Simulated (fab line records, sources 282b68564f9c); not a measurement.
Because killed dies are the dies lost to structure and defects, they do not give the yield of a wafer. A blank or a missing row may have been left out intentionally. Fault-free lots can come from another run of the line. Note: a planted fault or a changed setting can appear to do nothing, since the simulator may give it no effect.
fab line records -- flow ritCmos
[record] lots = 6, wafers = 18, lastDay = 7
route steps=202 shown ACTIVE@2 M1@202
lots with no fault: from the same line, run without faults
startH: start of the lot's first displayed wafer, in hours after the record's first day -- waitH: hours elapsed since this lot's preceding step -- " same as the row above -- L1.1+2: several wafers, shown together as one row -- - no value present, or no start provided -- * or withheld: withheld -- < > ~ a bound
route shown NAME@n: names a module that has steps shown in the file, with the first one's number in the route -- usual: mean/standard deviation of fault-free wafers -- same: alike in all rows -- chamber/n: place in a boat -- sites: readings site by site -- _std_site: their standard deviation -- _edge_site: the outer-site mean with the inner-site mean subtracted -- radiusMm: how far each site lies from the wafer's centre -- mask NAME#n: copy n -- behind: the most recent tool/chamber to have shaped the wafer -- hold: cause of the lot's hold/its duration in hours/its outcome -- device: whichever transistor did not switch (one of n, p or np) -- end of line: the same wafers' tests at the end of the route -- for a step that has no rows: nothing shown but its recipe -- killed: dies lost to structure and defects at the first sort, not the wafer's yield -- map: a wafer's dies, x killed, . not, _ none there
set.NAME: the setting as run; set.NAME@STEP: as run at that earlier step -- model.NAME: the simulator's own value behind a step, which no gauge read
lots at some steps of the route; a table a step, a row a wafer
services: a tool's chamber out of use, with start hour (startH, from the record's first day; less than 0 if before it), hours out, and reason
[[steps]]
[step RIT_ACTIVE_OXIDATION_01]
[recipe] tempC = 1000, ambient = O2, targetThkA = 468, oxTimeS = 3360
[step RIT_ACTIVE_THK_MEAS_02]
[recipe] reads = SiO2_of_ACTIVE_OXIDATION_01
[usual] ACTIVE_OXIDE_THK = 46.3/0.83
lot.wafer,tool,chamber,startH,waitH,ACTIVE_OXIDE_THK[nm]
L953.1,filmMetro-04,-,37.56,0.0,47.5
L953.2,filmMetro-04,-,37.56,0.0,47.4
L953.6,filmMetro-04,-,37.56,0.0,47.3
L956.2,filmMetro-02,-,52.06,0.0,46.7
L956.3,filmMetro-02,-,52.06,0.0,46.9
L956.4,filmMetro-02,-,52.06,0.0,46.5
L960.2,filmMetro-04,-,75.78,0.0,45.1
L960.4,filmMetro-04,-,75.78,0.0,46.4
L960.5,filmMetro-04,-,75.78,0.0,44.8
L962.1,filmMetro-02,-,82.28,0.0,45.0
L962.5,filmMetro-02,-,82.28,0.0,43.9
L962.6,filmMetro-02,-,82.28,0.0,45.1
L966.1,filmMetro-02,-,104.33,0.0,47.3
L966.2,filmMetro-02,-,104.33,0.0,47.6
L966.4,filmMetro-02,-,104.33,0.0,46.5
L970.1,filmMetro-04,-,125.47,0.0,47.0
L970.2,filmMetro-04,-,125.47,0.0,46.1
L970.3,filmMetro-04,-,125.47,0.0,45.4
[step RIT_ACTIVE_CVD_03]
[recipe] material = Si3N4, targetThkNm = 150, tempC = 810, precursor = SiH2Cl2/NH3, timeS = 1500, pressureMtorr = 300, sih2cl2FlowSccm = 60, nh3FlowSccm = 150
[step RIT_ACTIVE_THK_MEAS_04]
[recipe] reads = Si3N4_of_ACTIVE_CVD_03
[usual] ACTIVE_NITRIDE_THK = 149.8/1.3
lot.wafer,tool,chamber,startH,waitH,ACTIVE_NITRIDE_THK[nm]
L953.1,filmMetro-01,-,39.04,0.0,146.8
L953.2,filmMetro-01,-,39.04,0.0,147.2
L953.6,filmMetro-01,-,39.04,0.0,147.3
L956.2,filmMetro-01,-,53.54,0.0,149.6
L956.3,filmMetro-01,-,53.54,0.0,150.5
L956.4,filmMetro-01,-,53.54,0.0,149.1
L960.2,filmMetro-01,-,77.26,0.0,149.5
L960.4,filmMetro-01,-,77.26,0.0,150.7
L960.5,filmMetro-01,-,77.26,0.0,150.4
L962.1,filmMetro-04,-,83.75,0.0,152.1
L962.5,filmMetro-04,-,83.75,0.0,151.0
L962.6,filmMetro-04,-,83.75,0.0,150.9
L966.1,filmMetro-04,-,106.51,0.0,148.2
L966.2,filmMetro-04,-,106.51,0.0,146.2
L966.4,filmMetro-04,-,106.51,0.0,148.3
L970.1,filmMetro-02,-,128.55,0.0,148.4
L970.2,filmMetro-02,-,128.55,0.0,149.9
L970.3,filmMetro-02,-,128.55,0.0,150.6
[step RIT_ACTIVE_HMDS_05]
[recipe] primeTimeS = 60, primeTempC = 140
[step RIT_ACTIVE_COAT_06]
[recipe] resist = NOVOLAK, spinRpm = 3250, resistThkNm = 1000
[step RIT_ACTIVE_SOFTBAKE_07]
[recipe] resist = NOVOLAK, tempC = 90, timeS = 60
[step RIT_ACTIVE_EXPOSE_08]
[recipe] maskId = M1, na = 0.6, sourceShape = conventional, sigmaOuter = 0.6, targetCdNm = 1400, doseMj = 225
[step RIT_ACTIVE_PEB_09]
[recipe] resist = NOVOLAK, tempC = withheld, timeS = withheld
[step RIT_ACTIVE_DEVELOP_10]
[recipe] resist = NOVOLAK, developTimeS = 50, devTempC = 22.29
[step RIT_ACTIVE_CD_MEAS_11]
[recipe] targetCdNm = 1400
[usual] cdNm = 1400.7/2.2
lot.wafer,tool,chamber,startH,waitH,cdNm
L953.1,cdSem-02,-,39.95,-,1401.5
L953.2,cdSem-02,-,39.95,-,1403.1
L953.6,cdSem-02,-,39.95,-,1401.3
L956.2,cdSem-01,-,54.46,-,1402.8
L956.3,cdSem-01,-,54.46,-,1403.6
L956.4,cdSem-01,-,54.46,-,1403.0
L960.2,cdSem-02,-,78.18,-,1398.3
L960.4,cdSem-02,-,78.18,-,1397.9
L960.5,cdSem-02,-,78.18,-,1397.7
L962.1,cdSem-01,-,84.87,-,1399.4
L962.5,cdSem-01,-,84.87,-,1399.9
L962.6,cdSem-01,-,84.87,-,1401.0
L966.1,cdSem-02,-,107.42,-,1402.0
L966.2,cdSem-02,-,107.42,-,1402.1
L966.4,cdSem-02,-,107.42,-,1398.9
L970.1,cdSem-01,-,129.58,-,1402.6
L970.2,cdSem-01,-,129.58,-,1400.3
L970.3,cdSem-01,-,129.58,-,1402.0
[step RIT_ACTIVE_HARDBAKE_12]
[recipe] resist = NOVOLAK, tempC = 140, timeS = 60
[step RIT_ACTIVE_ETCH_13]
[recipe] stopOn = SiO2, chemistry = SF6, target = Si3N4, timeS = 205.4, overEtchFrac = 0.4, SF6_flow_sccm = 200, pressureMtorr = 260, rfW = 125, targetDepthA = 2100
[usual] drypumpMotorCurrentA = 5.8/0.39, oesProductAu = 0.827/0.012, overEtchFrac = 0.4/0, throttleValvePct = 7.47/0.11
lot.wafer,tool,chamber,startH,waitH,drypumpMotorCurrentA,oesProductAu,overEtchFrac,rfHoursCounterH,throttleValvePct
L953.1,rieDiel-03,1,40.22,0.1,5.7,0.807,0.4,124,7.47
L953.2,rieDiel-03,3,40.22,0.1,5.9,0.817,0.4,108,7.40
L953.6,rieDiel-03,3,40.22,0.1,5.9,0.817,0.4,-,7.41
L956.2,rieDiel-02,0,54.71,0.1,5.9,0.827,0.4,7,7.60
L956.3,rieDiel-02,2,54.71,0.1,5.8,0.842,0.4,134,7.47
L956.4,rieDiel-02,1,54.71,0.1,6.5,0.816,0.4,1,7.33
L960.2,rieDiel-03,3,78.43,0.1,6.0,0.840,0.37167,109,7.40
L960.4,rieDiel-03,2,78.43,0.1,6.3,0.826,0.37167,0,7.52
L960.5,rieDiel-03,1,78.43,0.1,5.7,0.832,0.37167,-,7.46
L962.1,rieDiel-03,3,85.14,0.1,6.0,0.843,0.37167,109,7.41
L962.5,rieDiel-03,1,85.14,0.1,5.7,0.833,0.37167,-,7.48
L962.6,rieDiel-03,0,85.14,0.1,6.1,0.855,0.37167,-,7.47
L966.1,rieDiel-01,2,107.69,0.1,5.7,0.823,0.4,0,7.59
L966.2,rieDiel-01,0,107.69,0.1,5.0,0.834,0.4,58,7.53
L966.4,rieDiel-01,1,107.69,0.1,5.9,0.808,0.4,12,7.31
L970.1,rieDiel-01,0,129.88,0.1,5.0,0.842,0.4,58,7.53
L970.2,rieDiel-01,1,129.88,0.1,5.9,0.814,0.4,12,7.31
L970.3,rieDiel-01,2,129.88,0.1,5.7,0.840,0.4,0,7.58
[step RIT_ACTIVE_STRIP_14]
[recipe] chemistry = O2, timeS = 180, resist = NOVOLAK, platenTempC = withheld, powerW = 500, pressureMtorr = 4000, o2FlowSccm = 4000
[usual] drypumpMotorCurrentA = 5.5/0.39
lot.wafer,tool,chamber,startH,waitH,drypumpMotorCurrentA,rfHoursCounterH
L953.1,plasmaAsher-04,1,40.35,0.1,5.2,35
L953.2,plasmaAsher-04,0,40.35,0.1,5.3,35
L953.6,plasmaAsher-04,0,40.35,0.1,5.3,-
L956.2,plasmaAsher-04,1,54.84,0.1,5.1,37
L956.3,plasmaAsher-04,1,54.84,0.1,5.1,-
L956.4,plasmaAsher-04,0,54.84,0.1,5.3,-
L960.2,plasmaAsher-04,0,78.56,0.1,5.2,40
L960.4,plasmaAsher-04,0,78.56,0.1,5.3,-
L960.5,plasmaAsher-04,0,78.56,0.1,5.3,-
L962.1,plasmaAsher-04,1,85.27,0.1,5.2,41
L962.5,plasmaAsher-04,1,85.27,0.1,5.2,-
L962.6,plasmaAsher-04,0,85.27,0.1,5.3,-
L966.1,plasmaAsher-01,0,107.83,0.1,5.8,49
L966.2,plasmaAsher-01,1,107.83,0.1,5.5,49
L966.4,plasmaAsher-01,0,107.83,0.1,5.8,-
L970.1,plasmaAsher-04,1,130.01,0.1,5.1,45
L970.2,plasmaAsher-04,0,130.01,0.1,5.3,45
L970.3,plasmaAsher-04,1,130.01,0.1,5.2,-
[step RIT_M1_PROBE_99]
[usual] killedAtFrontEnd = 6.6/2.9, killedDies = 6.7/3, killedOpen = 3.5/2.1, killedShort = 3.2/1.8
[same] grossDies = 264, killed_at_M0_to_M3 = 0, killed_at_M4_up = 0, killedAtBackSide = 0, killedAtContacts = 0, killedAtOther = 0
lot.wafer,tool,chamber,startH,waitH,killedAtFrontEnd,killedDies,killedOpen,killedShort
L953.1,prober-02,-,86.26,0.1,8,8,2,6
L953.2,prober-02,-,86.31,0.1,3,3,2,1
L953.6,prober-02,-,86.51,0.2,3,3,1,2
L956.2,prober-02,-,106.69,0.1,6,6,4,2
L956.3,prober-02,-,106.74,0.2,10,10,8,2
L956.4,prober-02,-,106.79,0.2,13,13,9,4
L960.2,prober-02,-,138.10,0.1,5,5,3,2
L960.4,prober-02,-,138.20,0.2,2,2,0,2
L960.5,prober-02,-,138.25,0.2,6,6,4,2
L962.1,prober-01,-,150.18,0.1,7,7,4,3
L962.5,prober-01,-,150.38,0.2,9,9,2,7
L962.6,prober-01,-,150.43,0.2,8,8,4,4
L966.1,prober-02,-,172.66,0.1,11,11,8,3
L966.2,prober-02,-,172.71,0.1,10,10,6,4
L966.4,prober-02,-,172.81,0.2,14,14,8,6
L970.1,prober-01,-,179.83,0.1,7,7,3,4
L970.2,prober-01,-,179.88,0.1,1,1,1,0
L970.3,prober-01,-,179.93,0.2,8,8,6,2
// killed by level:class
L953.1 FOX2:geometricParticle:short=5 FOX2:geometricParticle:open=1 GATE:geometricParticle:short=1 GATE:geometricParticle:open=1
L953.2 GATE:geometricParticle:short=1 GATE:geometricParticle:open=1 SPACER:geometricParticle:open=1
L953.6 FOX1:geometricParticle:short=1 GATE:geometricParticle:short=1 GATE:geometricParticle:open=1
L956.2 GATE:geometricParticle:open=2 FOX2:geometricParticle:short=1 GATE:geometricParticle:short=1 REOX:geometricParticle:open=1 SPACER:geometricParticle:open=1
L956.3 GATE:geometricParticle:open=4 GATE:geometricParticle:short=2 FOX1:geometricParticle:open=1 REOX:geometricParticle:open=1 SPACER:geometricParticle:open=1 SILICIDE:geometricParticle:open=1
L956.4 REOX:geometricParticle:open=4 FOX1:geometricParticle:open=2 FOX1:geometricParticle:short=1 GATE:geometricParticle:open=1 GATE:geometricParticle:short=1 REOX:geometricParticle:short=1 SPACER:geometricParticle:short=1 SPACER:geometricParticle:open=1
L960.2 GATE:geometricParticle:open=1 GATE:geometricParticle:short=1 REOX:geometricParticle:open=1 SPACER:geometricParticle:short=1 SILICIDE:geometricParticle:open=1
L960.4 GATE:geometricParticle:short=1 SPACER:geometricParticle:short=1
L960.5 FOX1:geometricParticle:open=2 SPACER:geometricParticle:short=2 ACTIVE:geometricParticle:open=1 SPACER:geometricParticle:open=1
L962.1 GATE:geometricParticle:open=4 GATE:geometricParticle:short=2 FOX1:geometricParticle:short=1
L962.5 GATE:geometricParticle:short=3 FOX2:geometricParticle:short=2 FOX1:geometricParticle:short=1 FOX2:geometricParticle:open=1 GATE:geometricParticle:open=1 REOX:geometricParticle:short=1
L962.6 GATE:geometricParticle:short=4 GATE:geometricParticle:open=2 SPACER:geometricParticle:open=1 SILICIDE:geometricParticle:open=1
L966.1 REOX:geometricParticle:open=4 FOX1:geometricParticle:short=1 FOX1:geometricParticle:open=1 GATE:geometricParticle:short=1 GATE:geometricParticle:open=1 REOX:geometricParticle:short=1 SPACER:geometricParticle:open=1 SILICIDE:geometricParticle:open=1
L966.2 REOX:geometricParticle:open=3 REOX:geometricParticle:short=2 SPACER:geometricParticle:open=2 GATE:geometricParticle:short=1 SILICIDE:geometricParticle:open=1 SILICIDE:geometricParticle:short=1
L966.4 GATE:geometricParticle:short=4 SILICIDE:geometricParticle:open=3 GATE:geometricParticle:open=2 SILICIDE:geometricParticle:short=2 FOX1:geometricParticle:open=1 REOX:geometricParticle:open=1 SPACER:geometricParticle:open=1
L970.1 FOX1:geometricParticle:short=1 FOX1:geometricParticle:open=1 FOX2:geometricParticle:short=1 GATE:geometricParticle:open=1 SPACER:geometricParticle:open=1 SPACER:geometricParticle:short=1 SILICIDE:geometricParticle:short=1
L970.2 SPACER:geometricParticle:open=1
L970.3 GATE:geometricParticle:open=3 FOX1:geometricParticle:open=1 FOX2:geometricParticle:short=1 GATE:geometricParticle:short=1 SPACER:geometricParticle:open=1 SILICIDE:geometricParticle:open=1
[[services]]
tool,chamber,startH,hours,kind
rieDiel-02,2,33.54,7.4,repair
rieDiel-03,2,51.93,-,clean
rieDiel-03,2,51.93,17.4,scheduledDown
rieDiel-03,2,51.93,17.4,ventCycle
rieDiel-02,-,53.37,0.7,repair
rieDiel-02,-,60.12,2.8,pm
rieDiel-01,2,64.04,10.2,repair
rieDiel-02,2,66.32,9.4,repair
rieDiel-01,2,74.24,-,clean
rieDiel-01,2,74.24,33.3,scheduledDown
rieDiel-01,2,74.24,33.3,ventCycle
rieDiel-03,2,81.55,8.1,repair
rieDiel-03,1,104.77,2.6,repair
plasmaAsher-01,-,108.75,9.0,pm
plasmaAsher-01,0,108.75,9.0,ventCycle
plasmaAsher-01,1,108.75,9.0,ventCycle
plasmaAsher-01,0,117.75,-,clean
plasmaAsher-01,1,117.75,-,clean
rieDiel-02,-,124.78,0.1,repair
[[key]]
[firstSign] step = RIT_ACTIVE_ETCH_13, reading = overEtchFrac, direction = down, sigmas = 99+, usual = 0.4, struck = 0.37167
effect none on later readings
metAt RIT_ACTIVE_ETCH_13
struckWafers L960.2,L960.4,L960.5,L962.1,L962.5,L962.6
testerLeftOut L960,L962
onsetBetween 40.22 78.43
[fault] kind = processParameterDrift, tool = rieDiel-03, chamber = -, onsetH = 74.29, steps = RIT_ACTIVE_ETCH_13, channel = overEtchFrac, offset = -0.028331, shape = step, endH = 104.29, actsIn = theseRecipesOnly, stated = 0.4
// testerLeftOut: of these lots the tester's yield and bins aren't shown, on N5 and GAA mostly nor the transistor test; their killed dies are dies lost to structure and defects alone, not to doping, threshold or leakage, so they don't give the yield
